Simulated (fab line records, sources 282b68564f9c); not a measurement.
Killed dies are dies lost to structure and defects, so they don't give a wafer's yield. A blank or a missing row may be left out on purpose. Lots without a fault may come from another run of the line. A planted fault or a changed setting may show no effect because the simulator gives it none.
Split-lot experiment | flow rit_cmos | 5 lots, 23 wafers read, on a route of 202 steps

THE SPLIT
At RIT_NWELL_IMPLANT_08, the setting energy_kev was moved away from the recipe's 170 on 9 of the 23 wafers read, by -5.6% to +5.2%. The other wafers ran this setting at the recipe's value.

The reading is taken at the split's own step.

THE READING
implant.drp_nm (the simulator's own value, which no gauge read), in nm, at RIT_NWELL_IMPLANT_08. The file gives no usual value for it.

wafer  | tool, chamber at the split | energy_kev as run | against the recipe | implant.drp_nm, nm | against lot-mates on the recipe
L077.1 | implanter-03, 0            | 178.9             | +5.2%              | 71.51              | +2.69
L077.4 | implanter-03, 0            | 178.9             | +5.2%              | 71.51              | +2.69
L077.5 | implanter-03, 0            | 178.9             | +5.2%              | 71.51              | +2.69
L077.2 | implanter-03, 0            | 170               | recipe             | 68.82              | -
L077.3 | implanter-03, 0            | 170               | recipe             | 68.82              | -
L079.1 | implanter-03, 0            | 170               | recipe             | 68.82              | -
L079.2 | implanter-03, 0            | 170               | recipe             | 68.82              | -
L079.3 | implanter-03, 0            | 170               | recipe             | 68.82              | -
L079.4 | implanter-03, 0            | 170               | recipe             | 68.82              | -
L079.5 | implanter-03, 0            | 170               | recipe             | 68.82              | -
L081.1 | implanter-03, 0            | 170               | recipe             | 68.82              | -
L081.3 | implanter-03, 0            | 170               | recipe             | 68.82              | -
L081.4 | implanter-03, 0            | 170               | recipe             | 68.82              | -
L084.1 | implanter-03, 0            | 170               | recipe             | 68.82              | -
L084.2 | implanter-03, 0            | 170               | recipe             | 68.82              | -
L084.4 | implanter-03, 0            | 160.4             | -5.6%              | 65.94              | -2.88
L084.5 | implanter-03, 0            | 160.4             | -5.6%              | 65.94              | -2.88
L084.6 | implanter-03, 0            | 160.4             | -5.6%              | 65.94              | -2.88
L085.2 | implanter-01, 0            | 175               | +2.9%              | 70.34              | +1.52
L085.5 | implanter-01, 0            | 175               | +2.9%              | 70.34              | +1.52
L085.6 | implanter-01, 0            | 175               | +2.9%              | 70.34              | +1.52
L085.3 | implanter-01, 0            | 170               | recipe             | 68.82              | -
L085.4 | implanter-01, 0            | 170               | recipe             | 68.82              | -

THE FIT
A straight line over all 23 wafers: implant.drp_nm changes by +0.512 nm for each +1% of energy_kev; r = +1.00; the points scatter about the line by 0.006 nm.
The same after taking each lot's own level away (the mean of its wafers on the recipe; 23 wafers): +0.512 nm for each +1%; r = +1.00; scatter 0.006 nm.
On that fit, the largest move of energy_kev shifts the reading by 2.9 nm.
The lots' own levels span 68.820 to 68.820 nm.
So the lot-to-lot level changes the slope little: the two slopes agree.
Check: with one of the wafers moved furthest among these (-5.6%) left out of the fit, the line predicts -2.89 nm for it against its lot-mates. It came out at -2.88 nm against them.

OTHER SPLITS ON THESE WAFERS
These wafers also went through other splits before the reading. Each is held against what the fit with the lots' levels taken away leaves over:
other split on the same wafers      | wafers away from the commonest value | r with implant.drp_nm (lot level and that fit taken away)
RIT_ACTIVE_CVD_03 sih2cl2_flow_sccm | 10                                   | -0.17
RIT_ACTIVE_COAT_06 resist_thk_nm    | 11                                   | +0.40
RIT_FOX2_OXIDATION_00 temp_c        | 10                                   | +0.43

THE WHOLE CHAIN: every reading that the file lists as answering this split, in the file's order
step                 | what it does | reading                                                         | change (the file's fit)               | r (the file's)
RIT_NWELL_IMPLANT_08 |              | implant.rp_nm (the simulator's own value, which no gauge read)  | +2.21 nm for each +1% of the setting  | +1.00
RIT_NWELL_IMPLANT_08 |              | implant.drp_nm (the simulator's own value, which no gauge read) | +0.512 nm for each +1% of the setting | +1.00

THE FILE'S OWN FIT
implant.drp_nm changes by +0.512 nm for each +1% of energy_kev, r = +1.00.
